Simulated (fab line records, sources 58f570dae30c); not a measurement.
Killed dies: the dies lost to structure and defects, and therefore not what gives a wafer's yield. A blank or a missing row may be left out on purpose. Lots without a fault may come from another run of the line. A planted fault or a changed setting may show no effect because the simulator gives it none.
Struck lot and sound lot, side by side / flow berkeley_cmos170 / 16 out of 331 route steps
Sound: these wafers, L516.2, L516.5, L516.6. Struck: wafers L501.2, L501.3, L501.6. The cause is named last.
Order at every step that has rows: each side's tool, ch and its chambers, its first start. Under that, the readings that differ: sound wafers / struck wafers / difference of the means / sigmas: that difference in standard deviations of wafers without a fault.
alike: words and numbers the same on both sides, and readings whose means are apart by under 2 such deviations; not compared: readings that were withheld, readings missing a value for some wafer, numbers with overlapping values and no deviation given by the record, and bounds like >300 which may hide the same value.
A row with sigmas, a row that says differs or no value, or rows on one side alone: a step with any of these is where the two part. Non-overlapping numbers with no deviation appear without sigmas and do not part them. Lack of a reading on every wafer of one side parts them only where that side has two or more wafers.

first, 1 step without rows for these wafers: UCB170_PSD_IMPLANT_08.
UCB170_PSD_STRIP_09: strips in O2.
  sound on plasma_asher-04 ch 0,1, day 12 04:23; struck on plasma_asher-04 ch 0,1, day 8 11:07
  alike: drypump_motor_current_A, oes_product_au, strip_time_to_endpoint_s
  not compared: rf_hours_counter_h
UCB170_PSD_TW_MEAS_10:
  sound on film_metro-03 at day 12 04:29; struck on film_metro-01 at day 8 11:13
  alike: PSD_TW
then, 7 steps without rows for these wafers: UCB170_PSD_CLEAN_11 (cleans in SPM, time 600 s); UCB170_NSD_HMDS_00 (prime time 60 s); UCB170_NSD_COAT_01 (resist thk 900 nm); UCB170_NSD_SOFTBAKE_02 (time 60 s); UCB170_NSD_EXPOSE_03 (exposes mask NSELECT MOD, target cd 1200 nm); UCB170_NSD_PEB_04; UCB170_NSD_DEVELOP_05 (develop time 45 s).
UCB170_NSD_CD_MEAS_06: target cd 1200 nm.
  sound on cd_sem-01 at day 12 06:04; struck on cd_sem-02 at day 8 12:49
  alike: cd_nm
UCB170_NSD_OVL_MEAS_07:
  sound on overlay-01 at day 12 06:10; struck on overlay-01 at day 8 12:56
  alike: NSD_OVL
UCB170_NSD_IMPLANT_08:
  sound on implanter-02 ch 0, day 12 06:13; struck on implanter-02 ch 0, day 8 12:59
reading=beam_energy_keV; sound=40.008 40.000 40.006; struck=39.484 39.493 39.488; difference=-0.516; sigmas=-40
reading=model.implant.drp_nm (nm); sound=21.16 21.16 21.16; struck=20.93 20.93 20.93; difference=-0.23; sigmas=
  alike: end_station_pressure_torr
UCB170_NSD_STRIP_09: strips in O2.
  sound on plasma_asher-03 ch 0,1, day 12 06:20; struck on plasma_asher-02 ch 0,1, day 8 13:07
reading=strip_time_to_endpoint_s (s); sound=35.84 35.82 35.89; struck=35.66 35.68 35.65; difference=-0.19; sigmas=-3
  alike: drypump_motor_current_A, oes_product_au
  not compared: rf_hours_counter_h
UCB170_NSD_TW_MEAS_10:
  sound on film_metro-01 at day 12 06:27; struck on film_metro-01 at day 8 13:13
  alike: NSD_TW
UCB170_M3_PROBE_99:
  the record has rows for the struck wafers here (prober-02, day 9 12:23) and none for the sound ones

## WHERE THEY PART
Last at UCB170_M3_PROBE_99 as far as this record goes, first at UCB170_NSD_IMPLANT_08.

WHY: the cause the simulator had injected
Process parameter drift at UCB170_NSD_IMPLANT_08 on implanter-02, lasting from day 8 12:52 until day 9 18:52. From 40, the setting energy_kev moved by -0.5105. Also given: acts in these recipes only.
